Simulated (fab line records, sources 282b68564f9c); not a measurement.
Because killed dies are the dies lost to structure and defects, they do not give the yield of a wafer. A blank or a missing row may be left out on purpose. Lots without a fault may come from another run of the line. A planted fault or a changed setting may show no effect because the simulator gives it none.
Code-filled problem report in 8D (eight disciplines) form + flow rit_cmos + the parts of the form that need people (team, actions taken, sign-off) are left out

## 1. PROBLEM STATEMENT
At RIT_GATE_ETCH_19, run_length_s averages 211.1 s over 6 wafers from 2 lots, while fault-free wafers read 193.3 s, standard deviation 0.38. Measured from the usual mean, that is +47 standard deviations.
The step: etches poly-Si in SF6/CHF3/O2, stops on SiO2, time 165 s, target depth 312.5 nm.
Earliest sighting: wafer L888.1 on rie_si-01 at day 5 11:35. At this step, 18 wafers from 6 lots have a number in the record. Rule for "out" (also "out of limits"): further than 4 standard deviations from the usual mean. All remaining wafers that have a number are taken as sound.

## 2. WHAT IT IS, WHAT IT ISN'T
| question                    | is                           | is not                                                                   |
|-----------------------------|------------------------------|--------------------------------------------------------------------------|
| which readings at this step | run_length_s, oes_product_au | drypump_motor_current_A, he_backside_leak_sccm, throttle_valve_pct       |
| which lots                  | L888, L890                   | L874, L876, L891, L897                                                   |
| which wafers of those lots  | all that have a number       | -                                                                        |
| read on which tools         | rie_si-01                    | rie_si-02                                                                |
| when                        | from day 5 11:35             | up to then (6 sound wafers); but 6 sound wafers of L891, L897 came after |

## 3. WHAT RULES OUT EACH SUSPECT
Counting: a tool at a process step up to the reading stays a suspect if it ran every lot that is out and no sound lot after the first of them.
- rie_si-01 at RIT_GATE_ETCH_19 (etches poly-Si in SF6/CHF3/O2, stops on SiO2, time 165 s, target depth 312.5 nm): kept. All lots that are out passed through it, beginning with L888 at day 5 11:35, and no sound lot followed; its final sound lot before that point was L876 at day 3 00:23. Its own readings are out on those wafers: oes_product_au, run_length_s.
Remaining after the count: rie_si-01 at RIT_GATE_ETCH_19.

## 4. THE CAUSE (what the simulator had put in)
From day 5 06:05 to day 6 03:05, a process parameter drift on rie_si-01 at RIT_GATE_ETCH_19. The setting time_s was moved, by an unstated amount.
Counting left only this tool.

## 5. SEQUENCE OF EFFECTS, ordered by route
Rows list readings where the struck wafers' mean (over those with a number) sits beyond 3 standard deviations from the usual. Only readings whose record carries a usual standard deviation are examined. hours: median over the lots of the time between each lot's start at the first step of this table that gives one and its start at this step. sigmas: the change, counted in usual standard deviations.
| hours | step             | reading        | usual      | on struck wafers | change | sigmas |
|-------|------------------|----------------|------------|------------------|--------|--------|
| 0     | RIT_GATE_ETCH_19 | oes_product_au | 0.841 a.u. | 0.782            | -0.059 | -5.9   |
| 0     | RIT_GATE_ETCH_19 | run_length_s   | 193.3 s    | 211.1            | +17.8  | +47    |
Here are the process steps it includes:
- RIT_GATE_ETCH_19: etches poly-Si in SF6/CHF3/O2, stops on SiO2, time 165 s, target depth 312.5 nm.

## 6. WHAT WOULD HAVE CAUGHT IT SOONER
6 hours passed between the start of the fault at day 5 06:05 and the first reading out of limits in this record, taken at day 5 11:35.
